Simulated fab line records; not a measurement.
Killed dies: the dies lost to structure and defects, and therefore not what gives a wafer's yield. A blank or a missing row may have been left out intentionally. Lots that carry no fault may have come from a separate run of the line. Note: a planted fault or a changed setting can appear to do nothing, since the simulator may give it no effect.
Shared-tool check | flow berkeleyCmos170 | Lots sampled 14, wafers sampled 42

## WHY IT WAS OPENED
Of 14 lots, 2 have the reading M1_AL_RS flagged at UCB170_M1_RS_MEAS_01. Fault-free wafers read 0.0484 ohm/sq, with a standard deviation of 0.00054.
Rule: flag the lot when none of its wafers has a number, or when each of its wafers that has one lies beyond 4 standard deviations from that mean. The other lots count as sound.

lot  | measured     | on           | M1_AL_RS (ohm/sq), wafer by wafer | flag
L328 | day 8 10:09  | filmMetro-01 | 0.0484 0.0489 0.0485              | 
L329 | day 8 12:25  | filmMetro-03 | 0.0497 0.0489 0.0496              | 
L332 | day 8 22:43  | filmMetro-01 | 0.0482 0.0489 0.0489              | 
L334 | day 8 23:27  | filmMetro-01 | 0.0476 0.0489 0.0483              | 
L333 | day 9 01:56  | filmMetro-02 | 0.0487 0.0488 0.0492              | 
L331 | day 9 02:19  | filmMetro-02 | 0.0475 0.0470 0.0477              | 
L337 | day 9 19:29  | filmMetro-03 | 0.0483 0.0480 0.0484              | 
L339 | day 10 14:19 | filmMetro-03 | 0.0436 0.0445 0.0441              | FLAGGED
L341 | day 10 16:11 | filmMetro-03 | 0.0442 0.0444 0.0447              | FLAGGED
L347 | day 11 09:26 | filmMetro-02 | 0.0481 0.0493 0.0478              | 
L346 | day 11 09:56 | filmMetro-02 | 0.0489 0.0487 0.0484              | 
L348 | day 12 00:42 | filmMetro-03 | 0.0475 0.0480 0.0477              | 
L350 | day 12 14:11 | filmMetro-02 | 0.0483 0.0479 0.0475              | 
L351 | day 12 14:35 | filmMetro-02 | 0.0483 0.0487 0.0483              | 
Average over the flagged lots: 0.0442 ohm/sq; offset from the usual -0.0042 ohm/sq, equal to -8 standard deviations.

## EACH LOT AND THE TOOL IT RAN ON
The record holds 2 process steps before the reading, out of a route of 331 steps. Each cell gives the tool, then ch followed by the chambers the sampled wafers passed through, then the start.
lot  | flag    | UCB170_PLDD_STRIP_10                | UCB170_M1_SPUTTER_00
L328 |         | plasmaAsher-01 ch 0,1, day 7 16:23  | pvdSputter-03, day 8 10:05
L329 |         | plasmaAsher-01 ch 0,1, day 7 16:31  | pvdSputter-02, day 8 12:20
L332 |         | plasmaAsher-02 ch 0,1, day 8 04:27  | pvdSputter-02, day 8 22:40
L334 |         | plasmaAsher-01 ch 0,1, day 8 04:58  | pvdSputter-04, day 8 23:23
L333 |         | plasmaAsher-01 ch 0,1, day 8 05:31  | pvdSputter-03, day 9 01:52
L331 |         | plasmaAsher-03 ch 0,1, day 8 05:14  | pvdSputter-04, day 9 02:15
L337 |         | plasmaAsher-01 ch 0,1, day 8 20:53  | pvdSputter-04, day 9 19:25
L339 | FLAGGED | plasmaAsher-01 ch 0, day 9 16:53    | pvdSputter-03, day 10 14:13
L341 | FLAGGED | plasmaAsher-03 ch 0,1, day 9 17:40  | pvdSputter-03, day 10 16:06
L347 |         | plasmaAsher-02 ch 0, day 10 10:05   | pvdSputter-04, day 11 09:21
L346 |         | plasmaAsher-03 ch 0,1, day 10 09:58 | pvdSputter-02, day 11 09:53
L348 |         | plasmaAsher-01 ch 0,1, day 11 01:05 | pvdSputter-04, day 12 00:38
L350 |         | plasmaAsher-03 ch 0,1, day 11 14:16 | pvdSputter-02, day 12 14:05
L351 |         | plasmaAsher-02 ch 1, day 11 16:48   | pvdSputter-04, day 12 14:31
These steps, and what they do:
- UCB170_PLDD_STRIP_10: strips in O2.
- UCB170_M1_SPUTTER_00: material Al, target thk 600 nm, time 80 s.
- UCB170_M1_RS_MEAS_01: measures by four-point-probe.

## FLAGGED AGAINST TOTAL, ONE TOOL AT A TIME (gauges that did the reading follow at the end)
step                 | tool           | lots run | flagged | share of the flagged lots | sound lots run after its first flagged lot
UCB170_PLDD_STRIP_10 | plasmaAsher-01 | 7        | 1       | some                      | 1 (L348)
UCB170_PLDD_STRIP_10 | plasmaAsher-02 | 3        | 0       | none                      | -
UCB170_PLDD_STRIP_10 | plasmaAsher-03 | 4        | 1       | some                      | 2 (L346,L350)
UCB170_M1_SPUTTER_00 | pvdSputter-02  | 4        | 0       | none                      | -
UCB170_M1_SPUTTER_00 | pvdSputter-03  | 4        | 2       | all                       | 0
UCB170_M1_SPUTTER_00 | pvdSputter-04  | 6        | 0       | none                      | -
UCB170_M1_RS_MEAS_01 | filmMetro-01   | 3        | 0       | none                      | -
UCB170_M1_RS_MEAS_01 | filmMetro-02   | 6        | 0       | none                      | -
UCB170_M1_RS_MEAS_01 | filmMetro-03   | 5        | 2       | all                       | 1 (L348)

## WHAT THE TABLE ALLOWS
2 rows of the table ran every flagged lot: pvdSputter-03 at UCB170_M1_SPUTTER_00, filmMetro-03 at UCB170_M1_RS_MEAS_01.
- pvdSputter-03 at UCB170_M1_SPUTTER_00 ran 4 lots, 2 of them flagged. A fault beginning between L333 (day 9 01:52), its last sound lot, and L339 (day 10 14:13), its first flagged one, fits the data.
- filmMetro-03 at UCB170_M1_RS_MEAS_01 ran 5 lots, 2 of them flagged. Sound lots followed the first flagged one (L348) on it, something a lasting fault affecting the whole tool could not allow.
What remains is a single tool, pvdSputter-03 at UCB170_M1_SPUTTER_00.

## WHAT THE SIMULATOR HAD INSERTED
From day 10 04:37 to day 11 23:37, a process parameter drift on pvdSputter-03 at UCB170_M1_SPUTTER_00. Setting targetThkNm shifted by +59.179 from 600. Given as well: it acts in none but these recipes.
Struck lots among those shown: L339, L341. This agrees with what the rule above found.
